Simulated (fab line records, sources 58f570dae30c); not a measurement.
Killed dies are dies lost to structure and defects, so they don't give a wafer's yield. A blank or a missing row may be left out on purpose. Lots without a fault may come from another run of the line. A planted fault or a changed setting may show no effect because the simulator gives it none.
A struck lot beside a sound one | flow berkeley_cmos170 | 25 steps out of a route of 331
Sound: wafers L159.3, L159.4, L159.5. Struck: wafers L169.1, L169.3, L169.4. The cause comes at the end.
At each step with rows: each side's tool, then ch and its chambers, then its first start. Under that, the readings that differ: sound wafers | struck wafers | difference of the means | sigmas: that difference in standard deviations of wafers without a fault.
alike: readings whose means differ by less than 2 such deviations, and words and numbers that are the same on both sides. not compared: withheld readings, readings that some wafer has no value for, bounds like >300 that may hide the same value, and numbers for which the record gives no deviation and whose values overlap.
The two part at a step that has a row with sigmas, a row that says differs or no value, or rows on one side only. Numbers that don't overlap but have no deviation are shown without sigmas and don't part them. A reading that every wafer of one side lacks parts them only if that side has two wafers or more.

first, 4 steps without rows for these wafers: UCB170_PWELL_WET_ETCH_19 (etches Si3N4 in H3PO4, time 14400 s); UCB170_PWELL_WET_ETCH_20 (etches SiO2 in BOE, time 22 s); UCB170_WELLDRIVE_CLEAN_00 (cleans in SPM, time 600 s); UCB170_WELLDRIVE_OXIDATION_01 (target thk 199 nm, ox time 9000 s).
UCB170_WELLDRIVE_THK_MEAS_02:
  sound on film_metro-02, day 4 01:48; struck on film_metro-02, day 6 10:56
  reading                  | sound       | struck      | difference | sigmas
  WELLDRIVE_OXIDE_THK (nm) | 191 195 193 | 205 205 206 | +12        | +3
then, 5 steps without rows for these wafers: UCB170_WELLDRIVE_ANNEAL_03 (time 900 s); UCB170_WELLDRIVE_WET_ETCH_04 (etches SiO2 in BOE, time 120 s); UCB170_ACTIVE_CLEAN_00 (cleans in SPM, time 600 s); UCB170_ACTIVE_CLEAN_01 (cleans in dHF, time 60 s); UCB170_ACTIVE_OXIDATION_02 (target thk 26.4 nm, ox time 1260 s).
UCB170_ACTIVE_THK_MEAS_03:
  sound on film_metro-02, day 4 19:38; struck on film_metro-04, day 6 22:37
  alike: ACTIVE_OXIDE_THK
then, 1 step without rows for these wafers: UCB170_ACTIVE_ANNEAL_04 (time 900 s).
UCB170_ACTIVE_CVD_05: deposits Si3N4 from SiH2Cl2/NH3, target thk 220 nm, time 3300 s.
  sound on lpcvd-02 ch 0, day 5 03:23; struck on lpcvd-02 ch 1, day 7 07:18
  reading                                  | sound             | struck            | difference | sigmas
  spike_tc_centre_C (C)                    | 800.8 801.0 801.0 | 832.8 835.6 833.4 | +33.0      | +19
  spike_tc_load_C (C)                      | 821.5 820.1 822.3 | 857.6 856.1 856.0 | +35.3      | +16
  spike_tc_source_C (C)                    | 824.5 824.9 825.6 | 854.7 854.3 857.5 | +30.5      | +10
  susceptor_temp_C (C)                     | 800.1 800.4 799.9 | 830.3 830.3 830.3 | +30.2      | +84
  model.Si3N4_of_ACTIVE_CVD_05.thk_nm (nm) | 218 218.3 220.6   | 372.3 372.8 371.3 | +153.2     |
UCB170_ACTIVE_THK_MEAS_06:
  sound on film_metro-04, day 5 05:19; struck on film_metro-02, day 7 09:14
  reading                 | sound             | struck            | difference | sigmas
  ACTIVE_NITRIDE_THK (nm) | 217.8 218.2 220.6 | 372.6 372.6 371.1 | +153.2     | +77
then, 6 steps without rows for these wafers: UCB170_ACTIVE_HMDS_07 (prime time 60 s); UCB170_ACTIVE_COAT_08 (resist thk 900 nm); UCB170_ACTIVE_SOFTBAKE_09 (time 60 s); UCB170_ACTIVE_EXPOSE_10 (exposes mask ACTIVE, target cd 1200 nm); UCB170_ACTIVE_PEB_11; UCB170_ACTIVE_DEVELOP_12 (develop time 45 s).
UCB170_ACTIVE_CD_MEAS_13: target cd 1200 nm.
  sound on cd_sem-02, day 5 06:22; struck on cd_sem-01, day 7 10:22
  alike: cd_nm
UCB170_ACTIVE_OVL_MEAS_14:
  sound on overlay-02, day 5 06:28; struck on overlay-02, day 7 10:29
  alike: ACTIVE_OVL
UCB170_ACTIVE_ETCH_15: etches Si3N4 in CH3F/Ar/O2, stops on SiO2, target depth 242 nm, time 151 s.
  sound on rie_diel-04 ch 0,2,3, day 5 06:29; struck on rie_diel-04 ch 0,1,2, day 7 10:31
  reading                  | sound             | struck            | difference | sigmas
  oes_product_au (a.u.)    | 0.942 0.956 0.966 | 0.961 0.990 1.023 | +0.037     | +2
  model.etch.depth_nm (nm) | 218 218.3 220.6   | 233.4 236 240.9   | +17.8      |
  alike: drypump_motor_current_A, throttle_valve_pct
  not compared: rf_hours_counter_h
UCB170_ACTIVE_STRIP_16: strips in O2.
  sound on plasma_asher-04 ch 0,1, day 5 06:37; struck on plasma_asher-03 ch 0,1, day 7 10:37
  alike: drypump_motor_current_A, o2_flow_sccm, oes_product_au, strip_time_to_endpoint_s
  not compared: rf_hours_counter_h
-- the record jumps here: 4 days lie between the struck wafers' starts before and after (it left off in module ACTIVE and takes up again in module M3, whose first step shown is number 331 of the route) --
UCB170_M3_PROBE_99:
  the record has rows for the struck wafers here (prober-02, day 11 12:46) and none for the sound ones

WHERE THEY PART
First at UCB170_WELLDRIVE_THK_MEAS_02; last, within this record, at UCB170_M3_PROBE_99.

WHY: what the simulator had put in
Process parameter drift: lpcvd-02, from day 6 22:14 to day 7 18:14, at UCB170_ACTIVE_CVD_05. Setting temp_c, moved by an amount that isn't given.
